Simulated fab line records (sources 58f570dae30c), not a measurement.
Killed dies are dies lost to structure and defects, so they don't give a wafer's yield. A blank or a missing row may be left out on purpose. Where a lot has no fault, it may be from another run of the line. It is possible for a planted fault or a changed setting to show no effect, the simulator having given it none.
8D (eight disciplines) problem report, filled in by code    flow berkeley_cmos170    the parts of the form that need people (team, actions taken, sign-off) are left out

## 1. PROBLEM STATEMENT
Mean of cd_nm at UCB170_CONTACT_CD_MEAS_90: 707.8 nm across 3 wafers in 2 lots; on wafers with no fault it is 700.1 nm (standard deviation 1.2). That is +6.4 standard deviations from the usual mean.
The step: target cd 700 nm.
Earliest sighting: wafer L137.5 on cd_sem-01 at day 10 10:54. At this step, 42 wafers from 14 lots have a number in the record. The rule behind "out" and "out of limits": a value lying over 4 standard deviations away from the usual mean. All remaining wafers that have a number are taken as sound.

## 2. WHAT IT IS AND WHAT IT IS NOT
question                     is                      is not
which readings at this step  cd_nm                   -
which lots                   L137, L140              L119, L120, L121, L122, L123, L127, L128, L131, L132, L134, L136, L141
which wafers of those lots   L137.5, L140.1, L140.5  L137.1, L137.2, L140.2
read on which gauges         cd_sem-01, cd_sem-02    -
when                         from day 10 10:54       up to then (32 sound wafers); but 7 sound wafers of L136, L140, L141 came after

## 3. THE SUSPECTS, EACH WITH WHAT RULES IT OUT
Counting: any tool at a process step up to the reading remains a suspect provided it ran every lot that is out. Sound lots after the first of them don't rule it out here, since some wafers of a struck lot are sound.
- the gauge at UCB170_CONTACT_CD_MEAS_90 has been ruled out. The wafers that are out were read on 2 gauges (cd_sem-01, cd_sem-02).
- rie_diel-02 at UCB170_CONTACT_ETCH_18 (etches PSG in CHF3/CF4/Ar, stops on TiSi2, target depth 840 nm, time 195 s): kept. Ran every lot that is out, first one L137 (day 10 10:00); last sound lot up to then L132 (day 9 15:00). Its own readings are out on those wafers: rf_fwd_power_W.
- Within rie_diel-02 at UCB170_CONTACT_ETCH_18: the wafers that are out ran in chamber 2; their sound lot-mates ran in chambers 0, 3.
Left after counting: rie_diel-02 at UCB170_CONTACT_ETCH_18.

## 4. THE CAUSE (what the simulator had put in)
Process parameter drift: rie_diel-02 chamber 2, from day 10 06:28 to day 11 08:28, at UCB170_CONTACT_ETCH_18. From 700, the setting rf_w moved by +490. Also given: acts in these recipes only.
Counting left only this tool.

## 5. THE EFFECT CHAIN, in route order
Each row: a reading where the mean over the struck wafers with a number is more than 3 standard deviations away from the usual. Only readings whose record carries a usual standard deviation are examined. hours: median over the lots of the time between each lot's start at the first step of this table that gives one and its start at this step. sigmas: the change, counted in usual standard deviations.
hours  step                       reading         usual     on struck wafers  change  sigmas
0      UCB170_CONTACT_ETCH_18     rf_fwd_power_W  697.8 W   1189.0            +491.2  +99 or more
1      UCB170_CONTACT_CD_MEAS_90  cd_nm           700.1 nm  707.8             +7.7    +6.4
The process steps in it:
- UCB170_CONTACT_ETCH_18: etches PSG in CHF3/CF4/Ar, stops on TiSi2, target depth 840 nm, time 195 s.

## 6. HOW IT WOULD HAVE BEEN CAUGHT EARLIER
The first out-of-limits reading at a measuring or inspecting step in this record came at day 10 10:54, 4 hours after the fault's start at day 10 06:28.
Tool's own readings at UCB170_CONTACT_ETCH_18, rf_fwd_power_W: out on all struck wafers the step has rows for; an alarm limit on them would have tripped on the first.
Among the 2 lots that are out, L140 began UCB170_CONTACT_ETCH_18 on rie_diel-02 after day 10 10:54. A tool hold placed at that time would have kept it from harm.
